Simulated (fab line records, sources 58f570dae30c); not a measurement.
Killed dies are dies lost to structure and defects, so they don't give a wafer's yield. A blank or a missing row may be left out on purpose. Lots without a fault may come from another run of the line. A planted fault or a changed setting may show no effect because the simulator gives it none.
Which tool did it? | flow berkeley_cmos170 | 14 lots, 42 wafers sampled, at 2 steps of a route of 331

WHAT THE GAUGES READ, wafer by wafer
The record holds no reading of a measuring or inspecting step that can be judged against a usual standard deviation.

WHICH TOOL RAN EACH LOT (tool, then ch and the chambers of the sampled wafers, then the start)
lot  | UCB170_PWELL_ETCH_14              | UCB170_PWELL_STRIP_16
L826 | rie_diel-03 ch 0,3, day 3 07:08   | plasma_asher-03 ch 0,1, day 3 07:23
L827 | rie_diel-02 ch 0,1,3, day 3 13:01 | plasma_asher-03 ch 0,1, day 3 13:16
L825 | rie_diel-03 ch 0,1,3, day 3 13:05 | plasma_asher-02 ch 0,1, day 3 13:22
L828 | rie_diel-04 ch 1,2,3, day 4 00:29 | plasma_asher-01 ch 0,1, day 4 00:44
L830 | rie_diel-04 ch 0,2,3, day 4 00:46 | plasma_asher-02 ch 0,1, day 4 01:01
L829 | rie_diel-04 ch 1,2,3, day 4 01:02 | plasma_asher-03 ch 0,1, day 4 01:17
L833 | rie_diel-04 ch 1,2,3, day 4 23:05 | plasma_asher-03 ch 0,1, day 4 23:20
L840 | rie_diel-03 ch 2,3, day 6 09:56   | plasma_asher-03 ch 0,1, day 6 10:11
L843 | rie_diel-02 ch 0,1,3, day 7 04:45 | plasma_asher-02 ch 0,1, day 7 05:02
L842 | rie_diel-03 ch 1,2,3, day 7 04:51 | plasma_asher-01 ch 0,1, day 7 05:06
L845 | rie_diel-02 ch 0,1,3, day 7 11:02 | plasma_asher-01 ch 0,1, day 7 11:17
L844 | rie_diel-03 ch 1,2,3, day 7 11:09 | plasma_asher-02 ch 0,1, day 7 11:24
L847 | rie_diel-04 ch 0,1,3, day 8 04:32 | plasma_asher-02 ch 0,1, day 8 04:50
L848 | rie_diel-04 ch 0,2,3, day 8 04:49 | plasma_asher-02 ch 0,1, day 8 05:04
- UCB170_PWELL_ETCH_14: etches Si3N4 in CH3F/Ar/O2, stops on SiO2, target depth 242 nm, time 151 s.
- UCB170_PWELL_STRIP_16: strips in O2.

WHAT THE TOOLS THEMSELVES READ (means of the sampled wafers that have a number; where no wafer has one, the mark that the record gives instead)
UCB170_PWELL_ETCH_14. Usual: drypump_motor_current_A 5.7 A, standard deviation 0.61; oes_product_au 0.934 a.u., standard deviation 0.012; throttle_valve_pct 8.02 %, standard deviation 0.13.
lot  | tool        | drypump_motor_current_A (A) | oes_product_au (a.u.) | throttle_valve_pct (%) | flag
L826 | rie_diel-03 | 5.9                         | 0.918                 | 8.04                   |
L827 | rie_diel-02 | 6.1                         | 0.942                 | 7.91                   |
L825 | rie_diel-03 | 5.8                         | 0.921                 | 8.00                   |
L828 | rie_diel-04 | 5.7                         | 0.945                 | 8.01                   |
L830 | rie_diel-04 | 6.0                         | 0.932                 | 7.94                   |
L829 | rie_diel-04 | 5.7                         | 0.882                 | 8.01                   | OFF
L833 | rie_diel-04 | 5.6                         | 0.894                 | 8.01                   | OFF
L840 | rie_diel-03 | 6.4                         | 0.937                 | 8.16                   |
L843 | rie_diel-02 | 6.1                         | 0.924                 | 7.91                   |
L842 | rie_diel-03 | 5.8                         | 0.941                 | 8.07                   |
L845 | rie_diel-02 | 6.1                         | 0.936                 | 7.90                   |
L844 | rie_diel-03 | 5.9                         | 0.941                 | 8.08                   |
L847 | rie_diel-04 | 5.6                         | 0.934                 | 8.03                   |
L848 | rie_diel-04 | 6.0                         | 0.941                 | 7.93                   |

UCB170_PWELL_STRIP_16. Usual: drypump_motor_current_A 5.8 A, standard deviation 0.35; oes_product_au 0.721 a.u., standard deviation 0.0044; strip_time_to_endpoint_s 18.12 s, standard deviation 0.093.
lot  | tool            | drypump_motor_current_A (A) | oes_product_au (a.u.) | strip_time_to_endpoint_s (s) | flag
L826 | plasma_asher-03 | 5.5                         | 0.725                 | 18.12                        |
L827 | plasma_asher-03 | 5.6                         | 0.717                 | 18.25                        |
L825 | plasma_asher-02 | 6.1                         | 0.723                 | 18.11                        |
L828 | plasma_asher-01 | 5.8                         | 0.717                 | 18.04                        |
L830 | plasma_asher-02 | 5.9                         | 0.717                 | 18.10                        |
L829 | plasma_asher-03 | 5.6                         | 0.725                 | 17.69                        | OFF
L833 | plasma_asher-03 | 5.6                         | 0.725                 | 17.64                        | OFF
L840 | plasma_asher-03 | 5.6                         | 0.723                 | 18.12                        |
L843 | plasma_asher-02 | 6.2                         | 0.719                 | 18.08                        |
L842 | plasma_asher-01 | 5.8                         | 0.724                 | 18.23                        |
L845 | plasma_asher-01 | 5.5                         | 0.720                 | 18.06                        |
L844 | plasma_asher-02 | 6.2                         | 0.720                 | 18.14                        |
L847 | plasma_asher-02 | 5.9                         | 0.720                 | 18.13                        |
L848 | plasma_asher-02 | 5.9                         | 0.719                 | 17.95                        |

THE ANSWER, worked out from the rows above alone
Rule: a lot is off if the mean of its wafers that have a number lies more than 3 standard deviations from the usual mean. A lot without any number at a reading at which 4 lots or more have one is off too. The other lots that the step has rows for count as sound. The gauges are gone through in route order, then the tools' own readings, and for those a lot's mean is taken as printed above. The first step at which some lot is off is used, and at that step the reading that is off furthest; a lot without a number counts as furthest.
Off: L829, L833, at UCB170_PWELL_ETCH_14 (oes_product_au).
A tool fits if, at that step or a process step before it, it ran every lot that is off, and no sound lot after the first of them. None of those tried fits.

WHAT THE SIMULATOR HAD PUT IN
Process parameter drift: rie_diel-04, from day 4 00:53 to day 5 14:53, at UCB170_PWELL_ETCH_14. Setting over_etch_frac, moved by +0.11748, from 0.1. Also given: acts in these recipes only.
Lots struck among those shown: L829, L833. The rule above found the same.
